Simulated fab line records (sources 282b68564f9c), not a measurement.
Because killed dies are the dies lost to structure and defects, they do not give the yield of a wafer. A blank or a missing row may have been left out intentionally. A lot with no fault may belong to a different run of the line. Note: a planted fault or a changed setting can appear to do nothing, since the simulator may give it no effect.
Lot-split experiment -- flow rit_cmos -- 23 wafers read across 5 lots, on a route 202 steps long

== THE SPLIT ==
At RIT_PRETRO_SOFTBAKE_02 (time 60 s), the setting temp_c was moved away from the recipe's 90 C on 11 of the 23 wafers read, by -3.9% to +2.5%. All remaining wafers had this setting at the recipe value.

== FROM THE SPLIT TO THE READING: what the file shows between them, 2 steps ==
- RIT_PRETRO_EXPOSE_03: exposes mask M5, target cd 43700 nm
- RIT_PRETRO_PEB_04

== THE READING ==
NOVOLAK_of_PRETRO_COAT_01.thk_nm (the simulator's own value, which no gauge read), in nm, at RIT_PRETRO_DEVELOP_05 (develop time 68 s). No usual value for it is given in the file. The 12 wafers here that ran the recipe average 1300 nm, standard deviation 2.8 nm.

wafer,"tool, chamber at the split","temp_c as run, C",against the recipe,"NOVOLAK_of_PRETRO_COAT_01.thk_nm, nm",against lot-mates on the recipe
L074.1,"litho_track-01, 0",87.2,-3.1%,1304,+8
L074.2,"litho_track-01, 0",87.2,-3.1%,1302,+6
L074.3,"litho_track-01, 0",90,recipe,1297,-
L074.4,"litho_track-01, 0",87.2,-3.1%,1307,+10
L074.5,"litho_track-01, 0",90,recipe,1296,-
L075.1,"litho_track-04, 0",88.87,-1.3%,1302,+4
L075.2,"litho_track-04, 0",88.87,-1.3%,1303,+4
L075.4,"litho_track-04, 0",90,recipe,1298,-
L075.5,"litho_track-04, 0",88.87,-1.3%,1304,+6
L075.6,"litho_track-04, 0",90,recipe,1299,-
L076.2,"litho_track-01, 0",92.29,+2.5%,1291,-9
L076.3,"litho_track-01, 0",90,recipe,1301,-
L076.4,"litho_track-01, 0",90,recipe,1297,-
L076.5,"litho_track-01, 0",90,recipe,1303,-
L076.6,"litho_track-01, 0",92.29,+2.5%,1295,-5
L080.1,"litho_track-04, 0",90,recipe,1303,-
L080.4,"litho_track-04, 0",90,recipe,1303,-
L080.2,"litho_track-04, 0",90,recipe,1301,-
L084.1,"litho_track-03, 0",86.45,-3.9%,1318,+14
L084.2,"litho_track-03, 0",86.45,-3.9%,1319,+15
L084.5,"litho_track-03, 0",86.45,-3.9%,1319,+15
L084.4,"litho_track-03, 0",90,recipe,1304,-
L084.6,"litho_track-03, 0",90,recipe,1304,-

FIT RESULTS
A straight line over all 23 wafers: NOVOLAK_of_PRETRO_COAT_01.thk_nm changes by -3.25 nm for each +1% of temp_c; r = -0.84; the points scatter about the line by 4 nm.
The same after taking each lot's own level away (the mean of its wafers on the recipe; 23 wafers): -3.2 nm for each +1%; r = -0.96; scatter 1.9 nm.
According to that fit, moving temp_c by its largest amount changes the reading by 13 nm.
Measured against the standard deviation above, the lots' own levels, which go from 1296.5 to 1304.0 nm, span 2.6 times it.
The two slopes are in agreement: the lot-to-lot level therefore moves the slope only a little.
Check: with one of the wafers moved furthest among these (-3.9%) left out of the fit, the line predicts +12.5 nm for it against its lot-mates. Against them it came out at +14 nm.

== ADDITIONAL SPLITS CARRIED BY THESE WAFERS ==
Note: prior to the reading, these wafers also went through further splits. Each is held against what the fit with the lots' levels taken away leaves over:
other split on the same wafers,wafers away from the commonest value,r with NOVOLAK_of_PRETRO_COAT_01.thk_nm (lot level and that fit taken away)
RIT_ACTIVE_OXIDATION_01 temp_c,15,+0.31
RIT_ACTIVE_EXPOSE_08 dose_mj,8,+0.16
RIT_ACTIVE_ETCH_13 time_s,6,+0.21
RIT_FOX1_OXIDATION_00 ox_time_s,15,-0.31
RIT_NWELL_IMPLANT_08 energy_kev,8,+0.08
RIT_PWELL_IMPLANT_08 dose_cm2,5,-0.24
RIT_NRETRO_IMPLANT_08 energy_kev,10,+0.22

== THE FILE'S OWN FIT ==
NOVOLAK_of_PRETRO_COAT_01.thk_nm changes by -3.16 nm for each +1% of temp_c, r = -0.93.
